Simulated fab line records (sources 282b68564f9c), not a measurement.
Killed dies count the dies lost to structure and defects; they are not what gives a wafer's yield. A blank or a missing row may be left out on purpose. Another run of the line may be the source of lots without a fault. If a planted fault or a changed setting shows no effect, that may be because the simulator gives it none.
Which of the tools did it? ; flow rit-cmos ; 21 wafers from 7 lots sampled at 2 of the route's 202 steps

WHAT THE GAUGES SHOWED, per wafer
RIT_PWELL_TW_MEAS_10.
lot;measured;on;PWELL_TW
L632;day 2 13:51;film-metro-01;952 949 952
L635;day 3 06:11;film-metro-02;936 947 940
L637;day 3 14:44;film-metro-01;953 952 947
L639;day 4 00:28;film-metro-02;942 939 941
L644;day 5 01:48;film-metro-02;935 935 934
L648;day 5 21:23;film-metro-01;30 30 30
L650;day 6 08:22;film-metro-03;30 30 30

WHICH TOOL RAN EACH LOT (tool, then ch and the chambers of the sampled wafers, then the start)
lot;RIT_NWELL_STRIP_09
L632;plasma-asher-01 ch 1, day 2 11:50
L635;plasma-asher-04 ch 0,1, day 3 04:13
L637;plasma-asher-01 ch 0,1, day 3 12:43
L639;plasma-asher-04 ch 0,1, day 3 22:37
L644;plasma-asher-03 ch 0,1, day 4 23:51
L648;plasma-asher-01 ch 0,1, day 5 19:39
L650;plasma-asher-04 ch 1, day 6 06:37
- RIT_NWELL_STRIP_09: strips in O2, time 180 s.

THE ANSWER, worked out from the rows above alone
Rule: the lots themselves supply what counts as usual. The widest of any qualifying gaps counts: lots, ordered by their means at a reading, are off when they make up no more than a third of the lots, leave a main group of 4 or more, and stand apart from it by 3 or more times the standard deviation of that group's means. The tables above print the reading to a certain number of digits; a main group whose means all agree to those digits is not used. Also off: a lot with no number at a reading for which 4 or more lots have one. All remaining lots with rows at the step are treated as sound.
Off: L648, L650, seen at RIT_PWELL_TW_MEAS_10 (PWELL_TW). The main group has a mean of 944 with a standard deviation of 6.3.
A tool fits if, at a process step before that reading, it ran every lot that is off, and no sound lot after the first of them. The gauges at RIT_PWELL_TW_MEAS_10 are tried like those tools. No candidate that was tried fits.

WHAT HAD BEEN PUT IN BY THE SIMULATOR
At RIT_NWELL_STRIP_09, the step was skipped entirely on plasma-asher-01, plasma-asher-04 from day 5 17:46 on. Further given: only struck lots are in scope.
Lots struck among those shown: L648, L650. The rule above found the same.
